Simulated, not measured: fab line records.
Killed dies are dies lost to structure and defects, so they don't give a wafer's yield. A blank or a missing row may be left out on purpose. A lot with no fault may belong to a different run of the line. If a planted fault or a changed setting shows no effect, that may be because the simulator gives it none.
fab line records	flow berkeley_cmos170
[record] lots = 13	wafers = 39	last_day = 14
route steps=331 shown NVT@112 GATE@141 NLDD@168 PSD@182
lots that met no fault: taken from a fault-free run of the same line
start_h: hours from the record's first day to the start of the lot's first wafer shown	wait_h: hours since the lot's step before	" as in the row above	L1.1+2: several wafers, shown together as one row	- no value, or no start was given	* or withheld: withheld	< > ~ a bound
route shown NAME@n: NAME is a module with steps in the file, n the number in the route of the first one	usual: mean and standard deviation over wafers with no fault	same: alike in all rows	chamber/n: place in a boat	sites: the reading at each site	_std_site: their standard deviation	_edge_site: inner sites' mean taken away from outer sites' mean	radius_mm: for every site, how far away it sits from the centre of the wafer	mask NAME#n: copy n	behind: tool/chamber where the wafer was last shaped	hold: what put the lot on hold/how long, in hours/how the hold closed	device: which transistor (n, p or np) failed to switch	end of line: at the end of the route, the tests of the same wafers	a step with no rows: only its recipe	killed: not the wafer's yield, but the dies lost to structure and defects at the first sort	map: the dies of a wafer, with x for killed, . for not killed, _ for no die there
set.NAME: the run value of the setting; set.NAME@STEP: its run value at that earlier step	model.NAME: the simulator's own value behind a step, which no gauge read
route steps across a sampled set of lots; one table per step, one row per wafer
services: the hour from which a tool's chamber was out of use, counted from the record's first day as start_h (under 0 if before that day), plus the number of hours and why
[[steps]]
[step UCB170_NVT_STRIP_08]
[recipe] chemistry = O2	power_w = 400	pressure_mtorr = 3500	platen_temp_c = withheld	o2_flow_sccm = 400	overash_fraction = 0.5
[usual] drypump_motor_current_A = 6.0/0.39	oes_product_au = 0.734/0.0045	strip_time_to_endpoint_s = 21.64/0.062
lot.wafer	tool	chamber	start_h	wait_h	drypump_motor_current_A	oes_product_au	rf_hours_counter_h	strip_time_to_endpoint_s
L253.2	plasma_asher-04	0	140.42	0.1	5.7	0.738	37	21.60
L253.4	"	1	"	"	5.2	0.736	-	21.64
L253.6	"	1	"	"	5.3	0.732	-	21.65
L254.1	plasma_asher-02	0	140.47	0.1	6.3	0.733	37	21.61
L254.4	"	0	"	"	6.3	0.736	-	21.56
L254.5	"	1	"	"	5.8	0.733	-	21.49
L252.1	plasma_asher-01	1	140.70	0.1	6.4	0.743	41	21.59
L252.2	"	0	"	"	6.2	0.730	41	21.67
L252.6	"	0	"	"	6.2	0.735	-	21.68
L255.2	plasma_asher-01	0	159.88	0.1	6.2	0.724	43	21.65
L255.3	"	0	"	"	6.2	0.731	-	21.73
L255.5	"	1	"	"	6.4	0.724	-	21.65
L257.1	plasma_asher-02	0	159.92	0.1	6.3	0.729	39	21.67
L257.2	"	1	"	"	5.8	0.732	39	21.69
L257.5	"	1	"	"	5.9	0.732	-	21.69
L258.2	plasma_asher-01	0	160.15	0.1	6.1	0.736	43	21.68
L258.4	"	1	"	"	6.4	0.735	-	21.68
L258.5	"	1	"	"	6.4	0.733	-	21.72
L256.4	plasma_asher-02	0	160.23	0.1	6.3	0.738	-	21.73
L256.5	"	0	"	"	6.3	0.741	-	21.60
L256.6	"	1	"	"	5.8	0.736	-	21.66
L262.1	plasma_asher-02	1	180.54	0.1	5.8	0.729	41	21.58
L262.4	"	1	"	"	5.8	0.736	-	21.56
L262.5	"	1	"	"	5.8	0.736	-	21.50
L266.2	plasma_asher-01	0	194.98	0.1	6.2	0.728	47	21.71
L266.4	"	1	"	"	6.4	0.734	-	21.62
L266.6	"	1	"	"	6.4	0.746	-	21.68
L265.2	plasma_asher-02	1	195.23	0.1	5.9	0.743	43	21.62
L265.3	"	0	"	"	6.2	0.736	-	21.62
L265.5	"	0	"	"	6.2	0.737	-	21.63
L273.2	plasma_asher-02	0	248.66	0.1	6.3	0.729	49	21.66
L273.4	"	1	"	"	5.8	0.736	-	21.66
L273.5	"	0	"	"	6.3	0.735	-	21.68
L275.2	plasma_asher-01	0	254.16	0.1	6.2	0.738	53	21.59
L275.3	"	1	"	"	6.4	0.740	-	21.54
L275.6	"	1	"	"	6.4	0.734	-	21.55
L274.1	plasma_asher-02	0	254.40	0.1	6.3	0.729	49	21.72
L274.2	"	1	"	"	5.8	0.741	49	21.65
L274.3	"	0	"	"	6.3	0.732	-	21.68
[step UCB170_GATE_ETCH_15]
[recipe] chemistry = HBr/Cl2	target = poly-Si	stop_on = SiO2	over_etch_frac = 0.3	icp_w = 300	bias_w = 150	time_s = 56.3	pressure_mtorr = 15	HBr_flow_sccm = 150	Cl2_flow_sccm = 50	target_depth_a = 2782
[usual] bias_w = 150.0/0.48	drypump_motor_current_A = 5.9/0.49	oes_product_au = 0.825/0.014	throttle_valve_pct = 26.5/0.35
lot.wafer	tool	chamber	start_h	wait_h	bias_w	drypump_motor_current_A	oes_product_au	rf_hours_counter_h	throttle_valve_pct
L253.2	rie_si-02	1	153.77	-	150.2	5.2	0.807	94	26.6
L253.4	"	3	"	"	150.5	6.5	0.823	113	26.3
L253.6	"	3	"	"	150.2	6.5	0.814	-	26.4
L252.1	rie_si-01	2	154.01	-	149.8	4.9	0.816	120	26.5
L252.2	"	0	"	"	150.1	6.2	0.809	14	26.0
L252.6	"	3	"	"	150.5	5.9	0.847	-	26.7
L254.1	rie_si-02	3	154.25	-	150.3	6.5	0.841	113	26.4
L254.4	"	1	"	"	149.8	5.3	0.826	94	26.6
L254.5	"	0	"	"	150.4	5.3	0.819	-	26.7
L255.2	rie_si-01	3	177.00	-	149.6	5.9	0.821	43	26.6
L255.3	"	0	"	"	149.8	6.2	0.810	14	26.0
L255.5	"	3	"	"	149.3	5.9	0.831	-	26.7
L258.2	rie_si-02	1	177.12	-	149.8	5.3	0.807	94	26.6
L258.4	"	0	"	"	150.7	5.3	0.808	117	26.7
L258.5	"	1	"	"	150.0	5.2	0.812	-	26.6
L257.1	rie_si-01	0	177.28	-	149.5	6.1	0.803	14	26.0
L257.2	"	2	"	"	150.4	5.0	0.810	120	26.5
L257.5	"	0	"	"	149.6	6.1	0.810	-	26.0
L256.4	rie_si-02	2	177.45	-	150.8	6.5	0.813	71	27.1
L256.5	"	1	"	"	150.7	5.3	0.808	-	26.6
L256.6	"	0	"	"	149.5	5.3	0.796	-	26.7
L262.1	rie_si-01	1	195.52	-	150.0	5.8	0.833	82	26.3
L262.4	"	0	"	"	149.5	6.2	0.814	-	26.0
L262.5	"	3	"	"	150.0	5.9	0.828	-	26.6
L266.2	rie_si-02	1	219.57	-	149.3	5.2	0.807	95	26.6
L266.4	"	0	"	"	149.8	5.3	0.830	-	26.7
L266.6	"	2	"	"	149.7	6.5	0.834	-	27.1
L265.2	rie_si-01	0	219.91	-	150.2	6.2	0.806	14	26.0
L265.3	"	1	"	"	150.2	5.8	0.833	82	26.3
L265.5	"	1	"	"	150.3	5.8	0.841	-	26.3
L273.2	rie_si-01	1	273.01	-	149.4	5.8	0.843	83	26.3
L273.4	"	0	"	"	149.9	6.1	0.834	14	26.0
L273.5	"	0	"	"	149.7	6.2	0.816	-	26.0
L275.2	rie_si-02	3	284.03	-	150.3	6.5	0.843	0	26.5
L275.3	"	0	"	"	149.7	5.3	0.832	0	26.7
L275.6	"	0	"	"	149.7	5.3	0.842	-	26.7
L274.1	rie_si-01	0	284.31	-	150.5	6.2	0.817	14	26.0
L274.2	"	1	"	"	150.4	5.8	0.840	83	26.3
L274.3	"	3	"	"	150.3	5.9	0.848	43	26.7
[step UCB170_NLDD_STRIP_10]
[recipe] chemistry = O2	power_w = 400	pressure_mtorr = 3500	platen_temp_c = withheld	o2_flow_sccm = 400	overash_fraction = 0.5
[usual] drypump_motor_current_A = 5.9/0.42	oes_product_au = 0.735/0.0045	strip_time_to_endpoint_s = 21.61/0.054
lot.wafer	tool	chamber	start_h	wait_h	drypump_motor_current_A	oes_product_au	rf_hours_counter_h	strip_time_to_endpoint_s
L253.2	plasma_asher-02	1	157.87	0.1	5.8	0.735	39	21.63
L253.4	"	0	"	"	6.3	0.739	-	21.65
L253.6	"	0	"	"	6.3	0.740	-	21.61
L252.1	plasma_asher-02	1	158.42	0.1	5.8	0.731	39	21.53
L252.2	"	0	"	"	6.3	0.736	39	21.61
L252.6	"	0	"	"	6.3	0.730	-	21.62
L254.1	plasma_asher-04	0	158.70	0.1	5.6	0.732	39	21.58
L254.4	"	0	"	"	5.7	0.733	-	21.61
L254.5	"	0	"	"	5.7	0.732	-	21.61
L255.2	plasma_asher-04	1	181.36	0.1	5.3	0.730	41	21.62
L255.3	"	0	"	"	5.7	0.740	-	21.64
L255.5	"	0	"	"	5.7	0.740	-	21.61
L258.2	plasma_asher-01	1	181.72	0.1	6.4	0.744	46	21.63
L258.4	"	0	"	"	6.2	0.740	-	21.61
L258.5	"	0	"	"	6.2	0.735	-	21.64
L257.1	plasma_asher-04	0	181.99	0.1	5.6	0.735	41	21.62
L257.2	"	1	"	"	5.2	0.742	41	21.71
L257.5	"	1	"	"	5.2	0.735	-	21.64
L256.4	plasma_asher-01	1	182.75	0.1	6.4	0.731	-	21.70
L256.5	"	1	"	"	6.4	0.738	-	21.58
L256.6	"	0	"	"	6.2	0.740	-	21.69
L262.1	plasma_asher-04	0	200.12	0.1	5.7	0.734	43	21.49
L262.4	"	1	"	"	5.2	0.733	-	21.61
L262.5	"	1	"	"	5.3	0.733	-	21.58
L266.2	plasma_asher-01	1	229.51	0.1	6.4	0.969	51	-
L266.4	"	0	"	"	6.1	0.982	-	-
L266.6	"	1	"	"	6.4	0.981	-	-
L265.2	plasma_asher-02	0	229.75	0.1	6.3	0.728	46	21.65
L265.3	"	1	"	"	5.8	0.739	-	21.61
L265.5	"	0	"	"	6.3	0.730	-	21.61
L273.2	plasma_asher-04	0	276.51	0.1	5.7	0.742	50	21.67
L273.4	"	1	"	"	5.3	0.729	-	21.63
L273.5	"	1	"	"	5.3	0.741	-	21.61
L275.2	plasma_asher-04	1	287.57	0.1	5.3	0.735	50	21.59
L275.3	"	0	"	"	5.7	0.736	-	21.56
L275.6	"	0	"	"	5.7	0.732	-	21.63
L274.1	plasma_asher-01	0	287.93	0.1	6.2	0.732	55	21.53
L274.2	"	1	"	"	6.4	0.734	55	21.58
L274.3	"	0	"	"	6.1	0.743	-	21.58
[step UCB170_PSD_OVL_MEAS_07]
[usual] PSD_OVL = -3/5.2
lot.wafer	tool	chamber	start_h	wait_h	PSD_OVL[nm]
L253.2	overlay-01	-	165.50	0.1	4
L253.4	"	-	"	"	7
L253.6	"	-	"	"	1
L252.1	overlay-02	-	165.67	0.1	-1
L252.2	"	-	"	"	-8
L252.6	"	-	"	"	-3
L254.1	overlay-01	-	165.69	0.1	2
L254.4	"	-	"	"	0
L254.5	"	-	"	"	8
L255.2	overlay-01	-	189.47	0.1	-2
L255.3	"	-	"	"	-9
L255.5	"	-	"	"	4
L257.1	overlay-01	-	189.58	0.1	1
L257.2	"	-	"	"	3
L257.5	"	-	"	"	2
L258.2	overlay-02	-	189.73	0.1	-4
L258.4	"	-	"	"	-4
L258.5	"	-	"	"	-4
L256.4	overlay-01	-	189.83	0.1	-10
L256.5	"	-	"	"	-10
L256.6	"	-	"	"	-9
L262.1	overlay-01	-	208.63	0.1	-9
L262.4	"	-	"	"	-15
L262.5	"	-	"	"	-6
L266.2	overlay-01	-	235.65	0.1	0
L266.4	"	-	"	"	-2
L266.6	"	-	"	"	2
L265.2	overlay-02	-	235.74	0.1	-6
L265.3	"	-	"	"	-1
L265.5	"	-	"	"	-8
L273.2	overlay-01	-	287.12	0.1	-5
L273.4	"	-	"	"	-8
L273.5	"	-	"	"	-4
L275.2	overlay-01	-	296.37	0.1	5
L275.3	"	-	"	"	4
L275.6	"	-	"	"	7
L274.1	overlay-02	-	296.61	0.1	-3
L274.2	"	-	"	"	1
L274.3	"	-	"	"	-9
[step UCB170_PSD_STRIP_09]
[recipe] chemistry = O2	power_w = 400	pressure_mtorr = 3500	platen_temp_c = withheld	o2_flow_sccm = 400	overash_fraction = 0.5
[usual] drypump_motor_current_A = 5.9/0.45	oes_product_au = 0.600/0.0044	strip_time_to_endpoint_s = 29.37/0.072
lot.wafer	tool	chamber	start_h	wait_h	drypump_motor_current_A	oes_product_au	rf_hours_counter_h	strip_time_to_endpoint_s
L253.2	plasma_asher-01	0	165.68	0.1	6.1	0.601	44	29.32
L253.4	"	0	"	"	6.1	0.606	-	29.25
L253.6	"	0	"	"	6.2	0.604	-	29.33
L252.1	plasma_asher-02	0	165.85	0.1	6.3	0.593	40	29.39
L252.2	"	1	"	"	5.8	0.596	40	29.31
L252.6	"	0	"	"	6.3	0.598	-	29.34
L254.1	plasma_asher-03	0	165.88	0.1	5.0	0.598	6	29.41
L254.4	"	1	"	"	5.7	0.601	-	29.46
L254.5	"	1	"	"	5.7	0.598	-	29.40
L255.2	plasma_asher-01	0	189.65	0.1	6.1	0.599	46	29.44
L255.3	"	0	"	"	6.2	0.607	-	29.39
L255.5	"	1	"	"	6.4	0.593	-	29.40
L257.1	plasma_asher-02	1	189.80	0.1	5.8	0.598	42	29.24
L257.2	"	0	"	"	6.3	0.605	42	29.25
L257.5	"	0	"	"	6.3	0.603	-	29.27
L258.2	plasma_asher-03	0	189.95	0.1	5.0	0.597	8	29.33
L258.4	"	1	"	"	5.7	0.596	-	29.31
L258.5	"	0	"	"	5.0	0.602	-	29.36
L256.4	plasma_asher-02	1	190.13	0.1	5.8	0.602	-	29.34
L256.5	"	1	"	"	5.8	0.596	-	29.36
L256.6	"	0	"	"	6.3	0.603	-	29.34
L262.1	plasma_asher-03	1	208.81	0.1	5.7	0.596	10	29.40
L262.4	"	1	"	"	5.7	0.597	-	29.48
L262.5	"	0	"	"	5.0	0.597	-	29.47
L266.2	plasma_asher-02	1	235.83	0.1	5.8	0.628	47	38.20
L266.4	"	1	"	"	5.8	0.635	-	38.27
L266.6	"	1	"	"	5.8	0.627	-	38.27
L265.2	plasma_asher-01	1	235.92	0.1	6.4	0.604	51	29.41
L265.3	"	0	"	"	6.2	0.596	-	29.24
L265.5	"	0	"	"	6.2	0.604	-	29.34
L273.2	plasma_asher-02	1	287.30	0.1	5.8	0.606	51	29.42
L273.4	"	1	"	"	5.8	0.600	-	29.48
L273.5	"	0	"	"	6.3	0.605	-	29.41
L275.2	plasma_asher-02	1	296.55	0.1	5.8	0.599	52	29.36
L275.3	"	1	"	"	5.8	0.596	-	29.35
L275.6	"	1	"	"	5.8	0.603	-	29.39
L274.1	plasma_asher-03	0	296.80	0.1	5.0	0.604	18	29.51
L274.2	"	1	"	"	5.7	0.595	18	29.51
L274.3	"	1	"	"	5.7	0.600	-	29.43
[step UCB170_PSD_TW_MEAS_10]
[usual] PSD_TW = 2324/26
lot.wafer	tool	chamber	start_h	wait_h	PSD_TW
L253.2	film_metro-03	-	165.79	0.1	2359
L253.4	"	-	"	"	2345
L253.6	"	-	"	"	2368
L252.1	film_metro-01	-	165.95	0.1	2312
L252.2	"	-	"	"	2319
L252.6	"	-	"	"	2319
L254.1	film_metro-02	-	165.98	0.1	2304
L254.4	"	-	"	"	2305
L254.5	"	-	"	"	2297
L255.2	film_metro-01	-	189.76	0.1	2329
L255.3	"	-	"	"	2319
L255.5	"	-	"	"	2329
L257.1	film_metro-02	-	189.90	0.1	2296
L257.2	"	-	"	"	2290
L257.5	"	-	"	"	2291
L258.2	film_metro-03	-	190.06	0.1	2336
L258.4	"	-	"	"	2340
L258.5	"	-	"	"	2346
L256.4	film_metro-02	-	190.23	0.1	2284
L256.5	"	-	"	"	2285
L256.6	"	-	"	"	2296
L262.1	film_metro-03	-	208.91	0.1	2353
L262.4	"	-	"	"	2353
L262.5	"	-	"	"	2350
L266.2	film_metro-01	-	235.94	0.1	30
L266.4	"	-	"	"	30
L266.6	"	-	"	"	30
L265.2	film_metro-02	-	236.03	0.1	2300
L265.3	"	-	"	"	2296
L265.5	"	-	"	"	2302
L273.2	film_metro-02	-	287.41	0.1	2292
L273.4	"	-	"	"	2283
L273.5	"	-	"	"	2301
L275.2	film_metro-03	-	296.66	0.1	2360
L275.3	"	-	"	"	2346
L275.6	"	-	"	"	2346
L274.1	film_metro-03	-	296.90	0.1	2348
L274.2	"	-	"	"	2349
L274.3	"	-	"	"	2346
[[services]]
tool	chamber	start_h	hours	kind
plasma_asher-03	0	117.75	-	clean
plasma_asher-03	1	117.75	-	clean
plasma_asher-01	-	141.74	0.5	repair
rie_si-02	3	148.14	1.9	repair
rie_si-01	2	185.41	6.3	repair
rie_si-02	0	186.41	-	clean
rie_si-02	0	186.41	19.9	scheduled_down
rie_si-02	0	186.41	19.9	vent_cycle
rie_si-01	2	191.72	-	clean
rie_si-01	2	191.72	34.3	scheduled_down
rie_si-01	2	191.72	34.3	vent_cycle
rie_si-02	-	199.63	0.1	repair
rie_si-02	3	206.30	-	clean
rie_si-02	3	206.30	22.2	scheduled_down
rie_si-02	3	206.30	22.2	vent_cycle
rie_si-01	0	212.67	7.0	repair
plasma_asher-02	-	256.94	2.7	repair
rie_si-02	-	272.32	0.3	repair
rie_si-02	1	275.43	9.9	repair
rie_si-01	-	282.03	0.4	repair
rie_si-02	1	285.34	-	clean
rie_si-02	1	285.34	17.8	scheduled_down
rie_si-02	1	285.34	17.8	vent_cycle
[[key]]
[first_sign] step = UCB170_NLDD_STRIP_10	reading = oes_product_au	direction = up	sigmas = 55	usual = 0.735	struck = 0.977
[effect] step = UCB170_PSD_STRIP_09	reading = strip_time_to_endpoint_s	direction = up	sigmas = 99+	usual = *	struck = *
[effect] step = UCB170_PSD_TW_MEAS_10	reading = PSD_TW	direction = down	sigmas = 88	usual = 2324	struck = 30
met_at UCB170_NLDD_STRIP_10
struck_lots L266
sort_left_out L266.2,L266.4,L266.6
tester_left_out L266
not_acting_at UCB170_NVT_STRIP_08,UCB170_GATE_ETCH_15,UCB170_PSD_OVL_MEAS_07
onset_between 182.75 229.51
[fault] kind = strip_aborted	tool = plasma_asher-01	chamber = -	onset_h = 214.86	steps = UCB170_NLDD_STRIP_10	offset = 0.6	end_h = 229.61
// tester_left_out: of these lots the tester's yield and bins aren't shown, on N5 and GAA mostly nor the transistor test; their killed dies are dies lost to structure and defects alone, not to doping, threshold or leakage, so they don't give the yield
// sort_left_out: the simulated sort isn't trusted on such a fault, so these wafers' sort isn't shown, and their yield isn't known
